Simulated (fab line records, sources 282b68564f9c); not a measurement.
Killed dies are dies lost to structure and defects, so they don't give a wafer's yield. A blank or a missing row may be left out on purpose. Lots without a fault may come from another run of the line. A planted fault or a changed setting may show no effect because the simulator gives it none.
Problem report in the 8D (eight disciplines) form, filled by code | flow rit_cmos | the parts of the form that need people (team, actions taken, sign-off) are left out

1. THE PROBLEM
NSD_TW at RIT_NSD_TW_MEAS_10 reads a mean of 3007 on 6 wafers of 2 lots; wafers without a fault read 3173 with a standard deviation of 18. That is -9.2 standard deviations from the usual mean.
First seen on wafer L934.1, day 5 06:15, on film_metro-03. The record holds 33 wafers of 11 lots with a number at this step. Rule for "out", or "out of limits": more than 4 standard deviations from the usual mean. The other wafers with a number count as sound.

2. WHAT IT IS AND WHAT IT IS NOT
question                    | is                           | is not
which readings at this step | NSD_TW                       | -
which lots                  | L934, L935                   | L924, L925, L926, L927, L930, L936, L939, L945, L947
which wafers of those lots  | all that have a number       | -
read on which gauges        | film_metro-02, film_metro-03 | film_metro-04
when                        | from day 5 06:15             | up to then (15 sound wafers); but 12 sound wafers of L936, L939, L945, L947 came after

3. SUSPECTS, AND WHAT RULES EACH OUT
Counting: a tool at a process step up to the reading stays a suspect if it ran every lot that is out and no sound lot after the first of them.
- the gauge at RIT_NSD_TW_MEAS_10: ruled out. The wafers that are out were read on 2 gauges (film_metro-02, film_metro-03).
- implanter-01 at RIT_NSD_IMPLANT_08: kept. It ran every lot that is out, first L934 (day 5 05:56), and no sound lot after that; its last sound lot up to then is L930 (day 4 09:41). Its own readings are out on those wafers: beam_energy_keV.
Left after counting: implanter-01 at RIT_NSD_IMPLANT_08.

4. THE CAUSE (what the simulator had put in)
Process parameter drift: implanter-01, from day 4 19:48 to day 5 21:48, at RIT_NSD_IMPLANT_08. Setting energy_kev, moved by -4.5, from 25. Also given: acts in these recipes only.
Counting left only this tool.

5. THE CHAIN OF EFFECTS, in route order
Each row: a reading whose mean over the struck wafers that have a number lies more than 3 standard deviations from the usual. Only readings for which the record gives a usual standard deviation are gone through. hours: the time from each lot's start at the first step in this table that gives one to its start at this step, as a median over the lots. sigmas: the change in usual standard deviations.
hours | step                    | reading         | usual        | on struck wafers | change | sigmas
0     | RIT_NSD_IMPLANT_08      | beam_energy_keV | 25.000       | 20.495           | -4.505 | -99 or more
0     | RIT_NSD_TW_MEAS_10      | NSD_TW          | 3173         | 3007             | -166   | -9.2
3     | RIT_SDANNEAL_RS_MEAS_05 | NSD_RS          | 84.71 ohm/sq | 86.46            | +1.75  | +6.5
The process steps in it:
- RIT_NSD_IMPLANT_08
Later measuring or inspecting steps at which every struck wafer that the step has a row for has a number for every such reading, and none has moved that far: RIT_CONTACT_OVL_MEAS_09.

6. WHAT WOULD HAVE CAUGHT IT SOONER
In this record the first reading out of limits at a measuring or inspecting step was taken at day 5 06:15, 10 hours after the fault began at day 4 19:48.
The tool's own readings at RIT_NSD_IMPLANT_08 were out on every struck wafer that the step has a row for (beam_energy_keV): an alarm limit on them would have fired on the first of those.
Of the lots that are out (2), L935 began RIT_NSD_IMPLANT_08 on implanter-01 after day 5 06:15. A hold on the tool at that time would have spared it.
